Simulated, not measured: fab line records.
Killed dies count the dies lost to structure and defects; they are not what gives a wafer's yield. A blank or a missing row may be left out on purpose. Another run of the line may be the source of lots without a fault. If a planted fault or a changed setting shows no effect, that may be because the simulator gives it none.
Split-lot experiment	flow ritCmos	5 lots, 23 wafers read, on a route of 202 steps

ABOUT THE SPLIT
At RIT_SPACER_CVD_03 (deposits Si3N4 from SiH2Cl2/NH3, target thk 250 nm, time 3300 s), the setting timeS was moved away from the recipe's 3300 s on 15 of the 23 wafers read, by -14.4% to +14.3%. For the rest of the wafers, this setting stayed at what the recipe calls for.

SPLIT TO READING: what lies between them in the file, 1 step
- RIT_SPACER_THK_MEAS_04

THE READING
oesProductAu, in a.u., at RIT_SPACER_ETCHBACK_05 (etches Si3N4 in SF6/CHF3, stops on SiO2, target depth 250 nm, time 240 s). Fault-free wafers of this fab line usually give 0.838 a.u., standard deviation 0.017 a.u.

wafer	tool, chamber at the split	timeS as run, s	against the recipe	oesProductAu, a.u.	against lot-mates on the recipe
L076.1	lpcvd-02, 0	3300	recipe	0.825	-
L076.3	lpcvd-02, 0	3300	recipe	0.841	-
L076.6	lpcvd-02, 0	3300	recipe	0.825	-
L077.1	-, -	3562	+7.9%	0.899	no lot-mate on the recipe
L077.3	-, -	3562	+7.9%	0.898	no lot-mate on the recipe
L077.4	-, -	3562	+7.9%	0.878	no lot-mate on the recipe
L077.5	-, -	3562	+7.9%	0.875	no lot-mate on the recipe
L077.6	-, -	3562	+7.9%	0.883	no lot-mate on the recipe
L078.1	-, -	3772	+14.3%	0.892	no lot-mate on the recipe
L078.2	-, -	3772	+14.3%	0.923	no lot-mate on the recipe
L078.3	-, -	3772	+14.3%	0.922	no lot-mate on the recipe
L078.4	-, -	3772	+14.3%	0.923	no lot-mate on the recipe
L078.5	-, -	3772	+14.3%	0.919	no lot-mate on the recipe
L080.1	-, -	2826	-14.4%	0.761	no lot-mate on the recipe
L080.2	-, -	2826	-14.4%	0.739	no lot-mate on the recipe
L080.3	-, -	2826	-14.4%	0.744	no lot-mate on the recipe
L080.5	-, -	2826	-14.4%	0.728	no lot-mate on the recipe
L080.6	-, -	2826	-14.4%	0.748	no lot-mate on the recipe
L084.1	-, -	3300	recipe	0.852	-
L084.2	-, -	3300	recipe	0.845	-
L084.3	-, -	3300	recipe	0.821	-
L084.4	-, -	3300	recipe	0.844	-
L084.5	-, -	3300	recipe	0.817	-

FIT RESULTS
A straight line over all 23 wafers: oesProductAu changes by +0.00609 a.u. for each +1% of timeS; r = +0.98; the points scatter about the line by 0.012 a.u.
Too few moved wafers with a lot-mate on the recipe to fit a line net of each lot's own level.

THE WHOLE CHAIN: every reading that the file lists as answering this split, in the file's order
step	what it does	reading	change (the file's fit)	r (the file's)
RIT_SPACER_CVD_03	deposits Si3N4 from SiH2Cl2/NH3, target thk 250 nm, time 3300 s	Si3N4_of_SPACER_CVD_03.thkNm (the simulator's own value, which no gauge read)	+2.49 nm for each +1% of the setting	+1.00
RIT_SPACER_THK_MEAS_04		SPACER_NITRIDE_THK	+2.48 for each +1% of the setting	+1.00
RIT_SPACER_ETCHBACK_05	etches Si3N4 in SF6/CHF3, stops on SiO2, target depth 250 nm, time 240 s	oesProductAu	+0.00609 a.u. for each +1% of the setting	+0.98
RIT_SPACER_ETCHBACK_05	etches Si3N4 in SF6/CHF3, stops on SiO2, target depth 250 nm, time 240 s	etch.depthNm (the simulator's own value, which no gauge read)	+2.49 nm for each +1% of the setting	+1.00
RIT_SPACER_ETCHBACK_05	etches Si3N4 in SF6/CHF3, stops on SiO2, target depth 250 nm, time 240 s	Si3N4_of_SPACER_CVD_03.thkNm (the simulator's own value, which no gauge read)	+1.95 nm for each +1% of the setting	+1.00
RIT_M1_PROBE_99		etest.nplusSal.widthNm (the simulator's own value, which no gauge read)	-4.74 nm for each +1% of the setting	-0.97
RIT_M1_PROBE_99		etest.pplusSal.widthNm (the simulator's own value, which no gauge read)	-5.2 nm for each +1% of the setting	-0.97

FILE'S OWN FIT
oesProductAu changes by +0.00609 a.u. for each +1% of timeS, r = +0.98.
